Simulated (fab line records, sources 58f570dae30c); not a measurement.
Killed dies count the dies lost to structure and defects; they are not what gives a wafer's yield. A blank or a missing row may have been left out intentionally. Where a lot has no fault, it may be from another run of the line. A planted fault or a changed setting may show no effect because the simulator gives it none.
Split-lot experiment | flow berkeley cmos170 | route with 331 steps; 5 lots, 23 wafers read

## SPLIT DETAILS
At UCB170_WELLDRIVE_OXIDATION_01 (target thk 199 nm, ox time 9000 s), the setting temp c was moved away from the recipe's 1100 C on 15 of the 23 wafers read, by -2.5% to +1.6%. All remaining wafers had this setting at the recipe value.

No step appears in the file between the split and the reading.

## THE READING
WELLDRIVE_OXIDE_THK in nanometres, read at UCB170_WELLDRIVE_THK_MEAS_02. Fault-free wafers of this fab line usually give 198 nm, standard deviation 3.3 nm.

wafer  | tool, chamber at the split | temp c as run, C | against the recipe | WELLDRIVE_OXIDE_THK, nm | against lot-mates on the recipe
L076.1 | -, -                       | 1100             | recipe             | 201                     | -
L076.2 | -, -                       | 1100             | recipe             | 202                     | -
L076.3 | -, -                       | 1100             | recipe             | 202                     | -
L076.5 | -, -                       | 1100             | recipe             | 204                     | -
L076.6 | -, -                       | 1100             | recipe             | 201                     | -
L079.1 | -, -                       | 1073             | -2.5%              | 166                     | no lot-mate on the recipe
L079.2 | -, -                       | 1073             | -2.5%              | 169                     | no lot-mate on the recipe
L079.3 | -, -                       | 1073             | -2.5%              | 169                     | no lot-mate on the recipe
L079.4 | -, -                       | 1073             | -2.5%              | 169                     | no lot-mate on the recipe
L079.6 | -, -                       | 1073             | -2.5%              | 169                     | no lot-mate on the recipe
L080.1 | -, -                       | 1118             | +1.6%              | 217                     | no lot-mate on the recipe
L080.2 | -, -                       | 1118             | +1.6%              | 216                     | no lot-mate on the recipe
L080.4 | -, -                       | 1118             | +1.6%              | 213                     | no lot-mate on the recipe
L080.5 | -, -                       | 1118             | +1.6%              | 215                     | no lot-mate on the recipe
L080.6 | -, -                       | 1118             | +1.6%              | 216                     | no lot-mate on the recipe
L081.1 | furnace-04, 0              | 1100             | recipe             | 199                     | -
L081.4 | furnace-04, 0              | 1100             | recipe             | 198                     | -
L081.5 | furnace-04, 0              | 1100             | recipe             | 200                     | -
L082.1 | -, -                       | 1073             | -2.5%              | 166                     | no lot-mate on the recipe
L082.2 | -, -                       | 1073             | -2.5%              | 163                     | no lot-mate on the recipe
L082.3 | -, -                       | 1073             | -2.5%              | 162                     | no lot-mate on the recipe
L082.4 | -, -                       | 1073             | -2.5%              | 163                     | no lot-mate on the recipe
L082.6 | -, -                       | 1073             | -2.5%              | 162                     | no lot-mate on the recipe

THE FIT
A straight line over all 23 wafers: WELLDRIVE_OXIDE_THK changes by +12.6 nm for each +1% of temp c; r = +0.99; the points scatter about the line by 3.5 nm.
Too few moved wafers have a lot-mate on the recipe to fit a line with each lot's own level taken away.

## THE WHOLE CHAIN: every reading that the file lists as answering this split, in the file's order
step                          | what it does                      | reading                                                                                | change (the file's fit)              | r (the file's)
UCB170_WELLDRIVE_OXIDATION_01 | target thk 199 nm, ox time 9000 s | SiO2_of_WELLDRIVE_OXIDATION_01.thk nm (the simulator's own value, which no gauge read) | +12.6 nm for each +1% of the setting | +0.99
UCB170_WELLDRIVE_THK_MEAS_02  |                                   | WELLDRIVE_OXIDE_THK                                                                    | +12.6 for each +1% of the setting    | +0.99

## THE FILE'S OWN FIT
WELLDRIVE_OXIDE_THK changes by +12.6 nm for each +1% of temp c, r = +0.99.
